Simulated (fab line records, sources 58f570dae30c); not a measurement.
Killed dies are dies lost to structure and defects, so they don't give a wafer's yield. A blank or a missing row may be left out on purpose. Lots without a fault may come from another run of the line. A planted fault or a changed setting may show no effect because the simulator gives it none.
Which tool did it? | flow berkeley_cmos170 | 15 lots, 45 wafers sampled, at 5 steps of a route of 331

WHAT THE GAUGES READ, wafer by wafer
UCB170_START_THK_MEAS_03. Usual: START_OXIDE_THK 20.3 nm, standard deviation 0.45.
lot  | measured    | on            | START_OXIDE_THK (nm) | flag
L303 | day 1 18:10 | film_metro-03 | 20.2 19.9 20.2       |
L304 | day 1 23:30 | film_metro-03 | 19.7 20.1 19.7       |
L305 | day 2 05:50 | film_metro-02 | 20.3 20.1 20.5       |
L306 | day 2 09:57 | film_metro-03 | 20.3 20.3 20.1       |
L308 | day 2 18:58 | film_metro-02 | 19.9 20.0 20.0       |
L310 | day 3 06:40 | film_metro-04 | 21.1 20.8 21.0       |
L313 | day 3 21:04 | film_metro-02 | 20.3 20.4 20.2       |
L316 | day 4 12:04 | film_metro-04 | 20.3 20.6 20.4       |
L317 | day 4 17:44 | film_metro-04 | 20.1 20.3 20.6       |
L318 | day 4 21:23 | film_metro-02 | 20.5 20.3 20.6       |
L319 | day 5 01:35 | film_metro-03 | 20.9 20.6 20.6       |
L321 | day 5 13:47 | film_metro-02 | 20.7 21.1 20.7       |
L322 | day 5 17:47 | film_metro-03 | 21.3 20.9 21.2       |
L323 | day 5 22:53 | film_metro-04 | 20.6 20.0 19.8       |
L325 | day 6 08:49 | film_metro-04 | 20.7 20.6 20.4       |

UCB170_WELLDRIVE_THK_MEAS_02. Usual: WELLDRIVE_OXIDE_THK 201 nm, standard deviation 3.9.
lot  | measured    | on            | WELLDRIVE_OXIDE_THK (nm) | flag
L303 | day 3 17:37 | film_metro-02 | 205 210 208              |
L304 | day 3 17:37 | film_metro-01 | 203 203 201              |
L305 | day 4 02:46 | film_metro-03 | 203 204 207              |
L306 | day 4 07:24 | film_metro-01 | 199 203 205              |
L308 | day 4 13:22 | film_metro-01 | 199 196 199              |
L310 | day 5 02:38 | film_metro-03 | 191 197 192              |
L313 | day 6 00:08 | film_metro-03 | 311 309 310              | OFF
L316 | day 6 16:01 | film_metro-02 | 314 306 312              | OFF
L317 | day 7 01:18 | film_metro-02 | 306 312 309              | OFF
L318 | day 6 11:10 | film_metro-01 | 204 204 205              |
L319 | day 7 02:00 | film_metro-03 | 200 200 197              |
L321 | day 7 18:05 | film_metro-01 | 202 202 200              |
L322 | day 7 14:50 | film_metro-01 | 202 203 200              |
L323 | day 7 18:04 | film_metro-02 | 202 201 201              |
L325 | day 8 01:47 | film_metro-02 | 197 199 197              |

UCB170_ACTIVE_THK_MEAS_03. Usual: ACTIVE_OXIDE_THK 26.8 nm, standard deviation 0.55.
lot  | measured    | on            | ACTIVE_OXIDE_THK (nm) | flag
L303 | day 4 00:50 | film_metro-02 | 26.0 26.3 26.1        |
L304 | day 4 00:50 | film_metro-03 | 26.9 26.7 26.9        |
L305 | day 4 10:17 | film_metro-04 | 26.7 26.3 26.5        |
L306 | day 4 14:45 | film_metro-03 | 27.0 27.2 27.3        |
L308 | day 4 23:26 | film_metro-04 | 27.0 27.2 27.6        |
L310 | day 5 10:01 | film_metro-03 | 25.9 26.8 26.5        |
L313 | day 6 07:21 | film_metro-02 | 27.1 27.6 27.3        |
L316 | day 6 21:55 | film_metro-03 | 26.5 27.0 26.3        |
L317 | day 7 05:55 | film_metro-03 | 26.8 27.0 26.9        |
L318 | day 6 17:17 | film_metro-02 | 27.4 28.0 27.9        |
L319 | day 7 09:36 | film_metro-02 | 26.3 26.7 26.5        |
L321 | day 7 23:28 | film_metro-03 | 26.9 26.5 27.0        |
L322 | day 7 23:23 | film_metro-04 | 26.7 27.1 27.1        |
L323 | day 7 23:26 | film_metro-04 | 27.5 27.1 27.2        |
L325 | day 8 13:25 | film_metro-03 | 27.0 27.1 26.8        |

WHICH TOOL RAN EACH LOT (tool, then ch and the chambers of the sampled wafers, then the start)
lot  | UCB170_NWELL_ETCH_13              | UCB170_WELLDRIVE_OXIDATION_01
L303 | rie_diel-02 ch 0,1,2, day 2 11:24 | furnace-02 ch 0, day 3 14:07
L304 | rie_diel-03 ch 0,3, day 2 15:33   | furnace-02 ch 0, day 3 14:07
L305 | rie_diel-02 ch 1,2,3, day 2 22:15 | furnace-02 ch 0, day 3 23:16
L306 | rie_diel-02 ch 0,1,2, day 3 03:24 | furnace-03 ch 0, day 4 03:53
L308 | rie_diel-02 ch 0,2,3, day 3 12:45 | furnace-02 ch 0, day 4 09:52
L310 | rie_diel-04 ch 0,3, day 3 23:42   | furnace-02 ch 0, day 4 23:07
L313 | rie_diel-02 ch 1,2, day 4 14:25   | furnace-04 ch 0, day 5 16:25 and furnace-02 ch 0, day 5 20:34
L316 | rie_diel-03 ch 2,3, day 5 08:11   | furnace-03 ch 0, day 6 07:40
L317 | rie_diel-04 ch 0,1,2, day 5 10:41 | furnace-03 ch 0, day 6 17:03
L318 | rie_diel-02 ch 1,2, day 5 10:05   | furnace-03 ch 0, day 6 07:40
L319 | rie_diel-04 ch 1,2,3, day 5 18:28 | furnace-04 ch 0, day 6 22:30
L321 | rie_diel-04 ch 1,2,3, day 6 09:31 | furnace-03 ch 0, day 7 14:34
L322 | rie_diel-02 ch 0,3, day 6 09:14   | furnace-02 ch 0, day 7 11:19
L323 | rie_diel-02 ch 0,1, day 6 16:17   | furnace-03 ch 0, day 7 14:34
L325 | rie_diel-03 ch 1,2, day 6 21:53   | furnace-04 ch 0, day 7 22:17
- UCB170_NWELL_ETCH_13: etches Si3N4 in CH3F/Ar/O2, stops on SiO2, target depth 246.4 nm, time 154 s.
- UCB170_WELLDRIVE_OXIDATION_01: target thk 199 nm, ox time 9000 s.

WHAT THE TOOLS THEMSELVES READ (means of the sampled wafers that have a number; where no wafer has one, the mark that the record gives instead)
UCB170_NWELL_ETCH_13. Usual: drypump_motor_current_A 5.8 A, standard deviation 0.34; mfc_ar_sccm 50.02 sccm, standard deviation 0.15; oes_product_au 0.943 a.u., standard deviation 0.016; throttle_valve_pct 8.05 %, standard deviation 0.16.
lot  | tool        | drypump_motor_current_A (A) | mfc_ar_sccm (sccm) | oes_product_au (a.u.) | throttle_valve_pct (%) | flag
L303 | rie_diel-02 | 5.9                         | 50.00              | 0.938                 | 7.98                   |
L304 | rie_diel-03 | 6.2                         | 49.94              | 0.915                 | 7.91                   |
L305 | rie_diel-02 | 6.0                         | 49.92              | 0.949                 | 7.91                   |
L306 | rie_diel-02 | 5.9                         | 49.86              | 0.946                 | 7.99                   |
L308 | rie_diel-02 | 5.7                         | 50.08              | 0.942                 | 8.00                   |
L310 | rie_diel-04 | 5.8                         | 50.15              | 0.957                 | 8.23                   |
L313 | rie_diel-02 | 6.2                         | 50.12              | 0.947                 | 7.82                   |
L316 | rie_diel-03 | 6.0                         | 50.11              | 0.941                 | 7.93                   |
L317 | rie_diel-04 | 5.8                         | 50.07              | 0.943                 | 8.19                   |
L318 | rie_diel-02 | 6.2                         | 49.98              | 0.950                 | 7.90                   |
L319 | rie_diel-04 | 5.7                         | 50.00              | 0.952                 | 8.13                   |
L321 | rie_diel-04 | 5.7                         | 49.90              | 0.952                 | 8.14                   |
L322 | rie_diel-02 | 5.4                         | 50.06              | 0.936                 | 8.17                   |
L323 | rie_diel-02 | 5.9                         | 50.09              | 0.936                 | 8.05                   |
L325 | rie_diel-03 | 6.0                         | 49.87              | 0.930                 | 8.02                   |

UCB170_WELLDRIVE_OXIDATION_01. Usual: zone_power_centre_pct 51.0 %, standard deviation 2.2.
lot  | tool                  | zone_power_centre_pct (%) | flag
L303 | furnace-02            | 52.5                      |
L304 | furnace-02            | 52.2                      |
L305 | furnace-02            | 52.1                      |
L306 | furnace-03            | 48.7                      |
L308 | furnace-02            | 52.7                      |
L310 | furnace-02            | 51.8                      |
L313 | furnace-04/furnace-02 | 52.8                      |
L316 | furnace-03            | 48.2                      |
L317 | furnace-03            | 48.1                      |
L318 | furnace-03            | 48.7                      |
L319 | furnace-04            | 53.8                      |
L321 | furnace-03            | 47.9                      |
L322 | furnace-02            | 52.2                      |
L323 | furnace-03            | 48.8                      |
L325 | furnace-04            | 53.8                      |

THE ANSWER, worked out from the rows above alone
Rule: a lot is off if the mean of its wafers that have a number lies more than 3 standard deviations from the usual mean. A lot without any number at a reading at which 4 lots or more have one is off too. The other lots that the step has rows for count as sound. The gauges are gone through in route order, then the tools' own readings, and for those a lot's mean is taken as printed above. The first step at which some lot is off is used, and at that step the reading that is off furthest; a lot without a number counts as furthest.
Off: L313, L316, L317, at UCB170_WELLDRIVE_THK_MEAS_02 (WELLDRIVE_OXIDE_THK).
A tool fits if, at a process step before that reading, it ran every lot that is off, and no sound lot after the first of them. The gauges at UCB170_WELLDRIVE_THK_MEAS_02 are tried like those tools. None of those tried fits.

WHAT THE SIMULATOR HAD PUT IN
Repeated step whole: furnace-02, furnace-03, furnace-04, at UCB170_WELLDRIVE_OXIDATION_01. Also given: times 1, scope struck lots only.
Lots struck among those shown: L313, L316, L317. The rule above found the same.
